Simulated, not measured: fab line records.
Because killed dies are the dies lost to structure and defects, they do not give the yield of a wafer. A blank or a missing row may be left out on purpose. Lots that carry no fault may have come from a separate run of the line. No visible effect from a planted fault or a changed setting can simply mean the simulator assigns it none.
Which tool did it?	flow berkeleyCmos170	Sampling: 15 lots, 45 wafers, 5 of 331 route steps

## WHAT EACH GAUGE READ, for each wafer
UCB170_GATE_CD_MEAS_12: the cd target is 350 nm. Usual: cdNm at 350.0 nm, with a standard deviation of 1.4.
lot	measured	on	cdNm (nm)	flag
L271	day 7 01:03	cdSem-01	349.3 349.3 349.1	
L270	day 7 01:23	cdSem-01	350.4 351.9 351.8	
L273	day 7 10:25	cdSem-02	350.3 350.9 350.6	
L272	day 7 10:52	cdSem-01	348.2 348.3 348.7	
L276	day 8 02:54	cdSem-02	350.5 350.3 350.3	
L275	day 8 03:01	cdSem-02	350.8 350.4 351.5	
L274	day 8 03:08	cdSem-02	350.5 350.8 351.4	
L279	day 8 09:17	cdSem-01	349.8 349.9 350.7	
L277	day 8 12:06	cdSem-01	351.2 351.0 350.6	
L282	day 8 21:29	cdSem-01	346.6 347.4 347.8	
L287	day 9 12:07	cdSem-01	352.7 352.9 353.3	
L288	day 10 04:24	cdSem-01	349.6 350.2 349.5	
L289	day 10 04:35	cdSem-02	349.9 349.8 349.1	
L291	day 10 10:41	cdSem-01	346.1 346.6 347.6	
L292	day 10 11:13	cdSem-02	351.6 352.4 350.6	

UCB170_PSD_CD_MEAS_06: the cd target is 1200 nm. Usual: cdNm at 1200.4 nm, with a standard deviation of 1.3.
lot	measured	on	cdNm (nm)	flag
L271	day 7 10:54	cdSem-02	1200.8 1201.2 1199.9	
L270	day 7 13:39	cdSem-01	1200.9 1202.1 1201.0	
L273	day 7 21:12	cdSem-02	1200.0 1200.4 1200.8	
L272	day 7 22:05	cdSem-01	1200.1 1201.1 1199.8	
L276	day 8 14:23	cdSem-01	1198.0 1197.9 1199.7	
L275	day 8 14:02	cdSem-01	1201.4 1202.0 1200.7	
L274	day 8 14:19	cdSem-02	1201.9 1200.3 1199.9	
L279	day 8 20:00	cdSem-01	1201.0 1201.5 1202.1	
L277	day 8 22:44	cdSem-01	1200.5 1201.8 1200.5	
L282	day 9 08:20	cdSem-01	1199.6 1198.3 1200.0	
L287	day 10 01:20	cdSem-01	- - -	OFF
L288	day 10 16:39	cdSem-01	- - -	OFF
L289	day 10 16:22	cdSem-02	- - -	OFF
L291	day 10 22:47	cdSem-01	1199.7 1199.3 1198.1	
L292	day 10 22:43	cdSem-02	1200.2 1199.6 1198.5	

UCB170_V2_BOW_MEAS_03. Usual: V2_BOW typically reads 35 um, with standard deviation 6.6.
lot	measured	on	V2_BOW (um)	flag
L271	day 8 08:28	filmMetro-04	36 30 44	
L270	day 8 14:19	filmMetro-03	29 29 30	
L273	day 8 19:52	filmMetro-03	24 34 34	
L272	day 8 20:36	filmMetro-03	30 48 40	
L276	day 9 16:19	filmMetro-04	37 39 42	
L275	day 9 15:26	filmMetro-02	28 35 38	
L274	day 9 16:18	filmMetro-03	38 46 37	
L279	day 9 20:29	filmMetro-04	30 36 35	
L277	day 9 22:26	filmMetro-03	35 33 40	
L282	day 10 09:49	filmMetro-04	53 32 47	
L287	day 11 04:27	filmMetro-03	38 45 24	
L288	day 11 15:07	filmMetro-02	37 36 27	
L289	day 11 14:56	filmMetro-03	42 33 24	
L291	day 12 00:07	filmMetro-02	33 28 37	
L292	day 11 23:35	filmMetro-02	39 35 31	

## TOOL THAT RAN EACH LOT (tool first, then ch and the chambers of the sampled wafers, then the start)
lot	UCB170_PSD_COAT_01	UCB170_M1_METAL_ETCH_12
L271	lithoTrack-02 ch 0, day 7 09:36	rieMetal-03 ch 0,1, day 7 21:08
L270	lithoTrack-04 ch 0, day 7 12:58	rieMetal-04 ch 0,1, day 8 02:11
L273	lithoTrack-02 ch 0, day 7 20:21	rieMetal-04 ch 0,1, day 8 10:26
L272	lithoTrack-01 ch 0, day 7 20:58	rieMetal-03 ch 0,1, day 8 10:35
L276	lithoTrack-04 ch 0, day 8 12:42	rieMetal-01 ch 0, day 9 05:50
L275	lithoTrack-01 ch 0, day 8 12:21	rieMetal-04 ch 0,1, day 9 02:55
L274	lithoTrack-02 ch 0, day 8 12:34	rieMetal-03 ch 0,1, day 9 05:01
L279	lithoTrack-02 ch 0, day 8 18:40	rieMetal-04 ch 0,1, day 9 08:26
L277	lithoTrack-04 ch 0, day 8 21:35	rieMetal-01 ch 0, day 9 10:44
L282	lithoTrack-01 ch 0, day 9 07:15	rieMetal-03 ch 0,1, day 9 20:28
L287	lithoTrack-01, day 10 00:00	rieMetal-03 ch 0,1, day 10 18:15
L288	lithoTrack-02, day 10 15:34	rieMetal-04 ch 0,1, day 11 05:34
L289	lithoTrack-04, day 10 15:34	rieMetal-03 ch 0, day 11 04:35
L291	lithoTrack-04 ch 0, day 10 21:46	rieMetal-01 ch 0,1, day 11 13:05
L292	lithoTrack-02 ch 0, day 10 21:36	rieMetal-03 ch 0,1, day 11 12:30
- UCB170_PSD_COAT_01: resist thk 900 nm.
- UCB170_M1_METAL_ETCH_12: etches Al in Cl2/BCl3, stops on PSG, target depth 780 nm, time 130 s.

## AS READ BY THE TOOLS THEMSELVES (means over the sampled wafers that have a number; for cases with no such wafer, the mark the record gives instead)
UCB170_PSD_COAT_01. Usual: chillPlateTempC 23.00 C, standard deviation 0.1; dispensePressureKPa 53.0 kPa, standard deviation 2.4; resistLineTempC 23.02 C, standard deviation 0.095.
lot	tool	chillPlateTempC (C)	dispensePressureKPa (kPa)	resistLineTempC (C)	flag
L271	lithoTrack-02	23.09	55.6	22.87	
L270	lithoTrack-04	23.10	49.9	23.05	
L273	lithoTrack-02	23.02	55.7	23.01	
L272	lithoTrack-01	22.96	52.2	23.04	
L276	lithoTrack-04	22.98	49.9	23.00	
L275	lithoTrack-01	23.04	52.2	23.02	
L274	lithoTrack-02	22.92	55.7	23.00	
L279	lithoTrack-02	22.90	55.6	23.10	
L277	lithoTrack-04	22.98	49.9	22.94	
L282	lithoTrack-01	23.15	52.2	23.10	
L287	lithoTrack-01	-	-	-	OFF
L288	lithoTrack-02	-	-	-	OFF
L289	lithoTrack-04	-	-	-	OFF
L291	lithoTrack-04	22.98	49.9	23.05	
L292	lithoTrack-02	23.14	55.7	23.04	

UCB170_M1_METAL_ETCH_12. Usual: drypumpMotorCurrentA 5.82 A, standard deviation 0.28; oesProductAu 0.859 a.u., standard deviation 0.014; throttleValvePct 24.4 %, standard deviation 0.31.
lot	tool	drypumpMotorCurrentA (A)	oesProductAu (a.u.)	throttleValvePct (%)	flag
L271	rieMetal-03	6.02	0.864	24.1	
L270	rieMetal-04	5.93	0.851	24.7	
L273	rieMetal-04	5.94	0.841	24.8	
L272	rieMetal-03	6.02	0.868	24.1	
L276	rieMetal-01	5.33	0.861	24.2	
L275	rieMetal-04	5.94	0.853	24.8	
L274	rieMetal-03	6.05	0.857	24.1	
L279	rieMetal-04	5.92	0.844	24.7	
L277	rieMetal-01	5.34	0.862	24.2	
L282	rieMetal-03	5.88	0.879	24.3	
L287	rieMetal-03	6.02	0.864	24.1	
L288	rieMetal-04	5.92	0.850	24.7	
L289	rieMetal-03	6.19	0.866	24.0	
L291	rieMetal-01	5.38	0.863	24.1	
L292	rieMetal-03	6.03	0.878	24.1	

## THE ANSWER, worked out from the rows above alone
Rule: a lot counts as off when the mean over its wafers that have a number is more than 3 standard deviations away from the usual mean. A lot without any number at a reading at which 4 lots or more have one is off too. Where the step has rows for the other lots, those lots are counted as sound. After the gauges, taken in route order, come the tools' own readings; for these a lot's mean is taken, as printed above. The first step at which some lot is off is used, and at that step the reading that is off furthest; a lot without a number counts as furthest.
Off: L287, L288, L289, at UCB170_PSD_CD_MEAS_06 (cdNm). Without a number there: L287, L288, L289.
A tool fits if, at a process step before that reading, it ran every lot that is off, and no sound lot after the first of them. Not tried: the gauges at UCB170_PSD_CD_MEAS_06; whatever is off there is also off at UCB170_PSD_COAT_01, on other tools, and gauge error can't account for it. Of those tried, none fits.

## WHAT HAD BEEN PUT IN BY THE SIMULATOR
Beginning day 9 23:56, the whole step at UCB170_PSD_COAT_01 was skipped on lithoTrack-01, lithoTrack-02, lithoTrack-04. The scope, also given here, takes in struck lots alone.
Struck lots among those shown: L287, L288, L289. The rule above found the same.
